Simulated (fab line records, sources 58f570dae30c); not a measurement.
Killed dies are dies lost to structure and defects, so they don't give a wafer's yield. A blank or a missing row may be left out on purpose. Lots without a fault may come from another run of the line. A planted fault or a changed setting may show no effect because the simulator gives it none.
Which tool did it? | flow berkeley_cmos170 | 6 lots, 18 wafers sampled, at 4 steps of a route of 331

WHAT THE GAUGES READ, wafer by wafer
UCB170_M3_BOW_MEAS_20.
lot  | measured     | on            | M3_BOW (um)
L993 | day 8 18:40  | film_metro-01 | 37 33 23
L997 | day 9 18:20  | film_metro-04 | 28 29 33
L102 | day 10 19:41 | film_metro-01 | 34 36 35
L104 | day 11 00:33 | film_metro-01 | 18 30 44
L107 | day 11 20:06 | film_metro-02 | 31 40 51
L109 | day 11 14:46 | film_metro-04 | 45 43 32

WHICH TOOL RAN EACH LOT (tool, then ch and the chambers of the sampled wafers, then the start)
lot  | UCB170_SCREENOX_OXIDATION_01 | UCB170_M2_STRIP_19                   | UCB170_V2_CMP_02
L993 | furnace-02 ch 0, day 6 02:26 | plasma_asher-02 ch 0,1, day 8 10:44  | cmp-02 ch 0,1,3, day 8 11:24
L997 | furnace-04 ch 0, day 6 20:26 | plasma_asher-01 ch 0, day 9 11:26    | cmp-02 ch 0,1,3, day 9 11:58
L102 | furnace-02 ch 0, day 8 04:58 | plasma_asher-03 ch 0,1, day 10 13:33 | cmp-01 ch 0,1,3, day 10 13:58
L104 | furnace-02 ch 0, day 8 17:49 | plasma_asher-02 ch 0,1, day 10 19:12 | cmp-01 ch 0,2,3, day 10 19:41
L107 | furnace-04 ch 0, day 9 02:29 | plasma_asher-01 ch 0,1, day 11 11:38 | cmp-01 ch 0,1,3, day 11 12:07
L109 | furnace-04 ch 0, day 9 02:29 | plasma_asher-01 ch 0,1, day 11 08:49 | cmp-02 ch 0,2,3, day 11 09:14
- UCB170_SCREENOX_OXIDATION_01: target thk 14.4 nm, ox time 2400 s.
- UCB170_M2_STRIP_19: strips in O2.
- UCB170_V2_CMP_02: polishes SiO2.

THE ANSWER, worked out from the rows above alone
Rule: what is usual is taken from the lots themselves. Put in order of their means at a reading, lots are off if they are a third of the lots or fewer, leave a main group of 4 or more, and stand apart from it by a gap of 3 or more times the standard deviation of the main group's means; of several such gaps the widest counts. A main group whose means are all the same, to the digits that the tables above print for the reading, isn't used. A lot without any number at a reading at which 4 lots or more have one is off too. The other lots that the step has rows for count as sound.
No lot is off at any reading shown: from this, nothing can be told.

WHAT THE SIMULATOR HAD PUT IN
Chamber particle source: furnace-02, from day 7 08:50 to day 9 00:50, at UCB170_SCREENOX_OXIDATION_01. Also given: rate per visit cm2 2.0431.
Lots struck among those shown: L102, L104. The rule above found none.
